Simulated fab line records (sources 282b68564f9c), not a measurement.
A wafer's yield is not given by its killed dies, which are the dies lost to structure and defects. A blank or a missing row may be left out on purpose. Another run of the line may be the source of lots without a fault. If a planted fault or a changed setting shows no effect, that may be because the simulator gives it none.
One fault through the eyes of 2 desks :: flow rit cmos :: only its own numbers are on each desk; what lay behind them is given at the end

== THE TOOL OWNER'S DESK: pecvd-01 ==
The tool's own readings at RIT_CONTACT_CVD_00 (deposits SiO2 from TEOS, target thk 400 nm, time 62.96 s): means of the sampled wafers that have a number, for each lot that ran on this tool. The brackets show how far a lot's mean lies from the usual mean; more than 4 standard deviations puts the lot out of limits, marked OUT.
Columns: A = heater power w at RIT_CONTACT_CVD_00, usual 380 W
lot: L529
first seen here: day 3 03:13
A: 399

lot: L532
first seen here: day 3 19:34
A: 405

lot: L535
first seen here: day 4 08:12
A: 355

lot: L541
first seen here: day 5 15:01
A: 369

lot: L544
first seen here: day 6 10:16
A: 394

lot: L546
first seen here: day 6 16:25
A: 373
This desk's verdict: no lot among the 6 shows anything out of limits.

== THE METROLOGY DESK ==
Means of the sampled wafers that have a number, per lot and without regard to the tool the lot ran on: this is what the gauges read. The brackets show how far a lot's mean lies from the usual mean; more than 4 standard deviations puts the lot out of limits, marked OUT.
Columns: A = CONTACT_TEOS_THK at RIT_CONTACT_THK_MEAS_01, usual 413 nm
lot: L529
first seen here: day 3 03:16
A: 417

lot: L530
first seen here: day 3 09:56
A: 414

lot: L531
first seen here: day 3 14:47
A: 408

lot: L532
first seen here: day 3 19:37
A: 420

lot: L534
first seen here: day 4 04:45
A: 413

lot: L535
first seen here: day 4 08:16
A: 408

lot: L536
first seen here: day 4 13:22
A: 411

lot: L537
first seen here: day 4 19:53
A: 412

lot: L541
first seen here: day 5 15:05
A: 411

lot: L544
first seen here: day 6 10:19
A: 473 (+11) OUT

lot: L546
first seen here: day 6 16:28
A: 571 (+29) OUT

lot: L548
first seen here: day 7 06:09
A: 413

lot: L550
first seen here: day 7 14:31
A: 419

lot: L551
first seen here: day 7 16:20
A: 414
This desk's finding: out of limits on L544, L546; first on L544, day 6 10:19 (CONTACT_TEOS_THK at RIT_CONTACT_THK_MEAS_01). L529, L530, L531, L532, L534, L535, L536, L537, L541, L548, L550, L551: within limits.

== ALL TOGETHER ==
At day 6 10:19 the metrology desk could have sounded an alarm, on L544, L546.
The tool owner's desk saw nothing out of limits.
On record at the tool owner's desk: L544, L546, within its limits.
Of the lots named, all ran RIT_CONTACT_CVD_00 on pecvd-01.

== WHAT THE SIMULATOR HAD PUT IN ==
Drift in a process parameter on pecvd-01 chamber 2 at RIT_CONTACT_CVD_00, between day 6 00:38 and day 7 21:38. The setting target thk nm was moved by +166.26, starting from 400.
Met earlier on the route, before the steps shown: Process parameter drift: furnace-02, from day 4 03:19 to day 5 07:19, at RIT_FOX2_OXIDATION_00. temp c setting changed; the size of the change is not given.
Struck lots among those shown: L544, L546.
Hours from the fault's start to each desk's first reading out of limits: the metrology desk, 10.
